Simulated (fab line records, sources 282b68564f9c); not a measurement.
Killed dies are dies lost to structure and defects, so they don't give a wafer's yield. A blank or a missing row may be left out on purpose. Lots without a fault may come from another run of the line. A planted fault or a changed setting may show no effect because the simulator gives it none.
Problem report in the 8D (eight disciplines) form, filled by code | flow rit_cmos | the parts of the form that need people (team, actions taken, sign-off) are left out

1. THE PROBLEM
M1_AL_RS at RIT_M1_RS_MEAS_01 reads a mean of 0.1055 ohm/sq on 2 wafers of 2 lots; wafers without a fault read 0.0735 ohm/sq with a standard deviation of 0.00068. That is +47 standard deviations from the usual mean.
The step: measures by four-point-probe.
First seen on wafer L678.3, day 5 14:41, on film_metro-04. The record holds 33 wafers of 11 lots with a number at this step. Rule for "out", or "out of limits": more than 4 standard deviations from the usual mean. The other wafers with a number count as sound.

2. WHAT IT IS AND WHAT IT IS NOT
question                    | is                           | is not
which readings at this step | M1_AL_RS                     | -
which lots                  | L678, L680                   | L668, L669, L670, L673, L677, L683, L685, L687, L689
which wafers of those lots  | L678.3, L680.2               | L678.4, L678.6, L680.3, L680.5
read on which gauges        | film_metro-03, film_metro-04 | film_metro-02
when                        | from day 5 14:41             | up to then (17 sound wafers); but 14 sound wafers of L680, L683, L685, L687, L689 came after

3. SUSPECTS, AND WHAT RULES EACH OUT
Counting: a tool at a process step up to the reading stays a suspect if it ran every lot that is out. Sound lots after the first of them don't rule it out here, since some wafers of a struck lot are sound.
- the gauge at RIT_M1_RS_MEAS_01: ruled out. The wafers that are out were read on 2 gauges (film_metro-03, film_metro-04).
- pvd_sputter-02 at RIT_M1_SPUTTER_00 (material Al, target thk 400 nm, time 500 s): kept. It ran every lot that is out, first L678 (day 5 14:20); its last sound lot up to then is L670 (day 4 01:37).
Left after counting: pvd_sputter-02 at RIT_M1_SPUTTER_00.

4. THE CAUSE (what the simulator had put in)
Process parameter drift: pvd_sputter-02, from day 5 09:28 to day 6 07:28, at RIT_M1_SPUTTER_00. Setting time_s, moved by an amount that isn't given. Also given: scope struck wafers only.
Counting left only this tool.

5. THE CHAIN OF EFFECTS, in route order
Each row: a reading whose mean over the struck wafers that have a number lies more than 3 standard deviations from the usual. Only readings for which the record gives a usual standard deviation are gone through. hours: the time from each lot's start at the first step in this table that gives one to its start at this step, as a median over the lots. sigmas: the change in usual standard deviations.
hours | step                 | reading        | usual         | on struck wafers | change  | sigmas
0     | RIT_M1_RS_MEAS_01    | M1_AL_RS       | 0.0735 ohm/sq | 0.1055           | +0.0320 | +47
3     | RIT_M1_THK_MEAS_02   | M1_AL_THK      | 398 nm        | 279              | -119    | -28
8     | RIT_M1_CD_MEAS_09    | cd_nm          | 2600.5 nm     | 2579.8           | -20.8   | -9.9
10    | RIT_M1_METAL_ETCH_12 | oes_product_au | 0.776 a.u.    | 0.639            | -0.137  | -14
The process steps in it:
- RIT_M1_METAL_ETCH_12: etches Al in Cl2/BCl3, stops on SiO2, time 165 s, target depth 600 nm.

6. WHAT WOULD HAVE CAUGHT IT SOONER
In this record the first reading out of limits at a measuring or inspecting step was taken at day 5 14:41, 5 hours after the fault began at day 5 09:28.
Of the tool readings at RIT_M1_SPUTTER_00 for which the record gives a usual standard deviation, none was out on any struck wafer, so an alarm limit of 4 standard deviations on them would not have fired.
Of the lots that are out (2), L680 began RIT_M1_SPUTTER_00 on pvd_sputter-02 after day 5 14:41. A hold on the tool at that time would have spared it.
